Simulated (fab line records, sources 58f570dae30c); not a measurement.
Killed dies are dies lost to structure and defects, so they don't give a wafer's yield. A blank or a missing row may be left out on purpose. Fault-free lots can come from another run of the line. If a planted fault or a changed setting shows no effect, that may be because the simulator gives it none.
A single fault, viewed from 2 desks    flow berkeley cmos170    what lay behind the numbers comes last; until then each desk has only its own

METROLOGY DESK
Lot by lot, what the gauges showed, no matter which tool ran the lot: averages of those sampled wafers that carry a number. The brackets show how far a lot's mean lies from the usual mean; more than 4 standard deviations puts the lot out of limits, marked OUT.
Columns: A = INCOMING_BOW at UCB170_START_BOW_MEAS_00, usual 1 um; B = PFIELD_TW at UCB170_PFIELD_TW_MEAS_09, usual 601; C = NSD_OVL at UCB170_NSD_OVL_MEAS_07, usual 5 nm
lot   first seen here  A   B               C
L835  day 1 10:02      3   608             16
L836  day 1 15:00      3   607             3
L837  day 1 20:01      -4  607             -4
L838  day 2 01:02      2   607             8
L839  day 2 06:02      1   594             9
L842  day 2 21:00      5   602             5
L845  day 3 12:00      9   588             9
L847  day 3 22:05      3   588             -1
L850  day 4 13:00      2   605             0
L852  day 4 23:01      1   556 (-6.0) OUT  4
L853  day 5 04:00      -1  592             7
L855  day 5 14:00      -1  591             2
L856  day 5 19:00      -2  552 (-6.5) OUT  -2
L857  day 6 00:00      4   606             11
Per this desk, out of limits: L852, L856; the first was L852, day 7 23:44 (PFIELD_TW at UCB170_PFIELD_TW_MEAS_09). L835, L836, L837, L838, L839, L842, L845, L847, L850, L853, L855, L857 stayed within limits.

TOOL OWNER'S DESK, implanter-02
UCB170_PFIELD_IMPLANT_07, tool's own readings: per-lot mean of the sampled wafers with a number, covering each lot this tool ran. The brackets show how far a lot's mean lies from the usual mean; more than 4 standard deviations puts the lot out of limits, marked OUT.
Columns: A = dose ions cm2 at UCB170_PFIELD_IMPLANT_07, usual 2e+13; B = faraday current uA at UCB170_PFIELD_IMPLANT_07, usual 63.6
lot   first seen here  A                        B
L835  day 4 15:25      2e+13                    63.9
L842  day 6 10:40      2e+13                    63.1
L845  day 6 18:41      2e+13                    63.7
L852  day 7 23:30      2e+13 (-99 or more) OUT  48.8 (-12) OUT
L856  day 9 05:19      2e+13 (-99 or more) OUT  48.3 (-13) OUT
This desk finds L852, L856 out of limits, L852 being first, at day 7 23:30 (dose ions cm2 at UCB170_PFIELD_IMPLANT_07). L835, L842, L845 stayed within limits.

ALL TOGETHER
On L852, L856, at day 7 23:30, an alarm was possible from the tool owner's desk.
The metrology desk could have raised an alarm at day 7 23:44, on L852, L856.
All the named lots went through UCB170_PFIELD_IMPLANT_07 on implanter-02.

WHAT THE SIMULATOR HAD PUT IN
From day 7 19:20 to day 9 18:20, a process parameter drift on implanter-02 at UCB170_PFIELD_IMPLANT_07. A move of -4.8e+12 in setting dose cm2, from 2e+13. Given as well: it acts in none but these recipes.
Lots struck among those shown: L852, L856.
Hours from the fault's start to each desk's first reading out of limits: the tool owner's desk, 4; the metrology desk, 4.
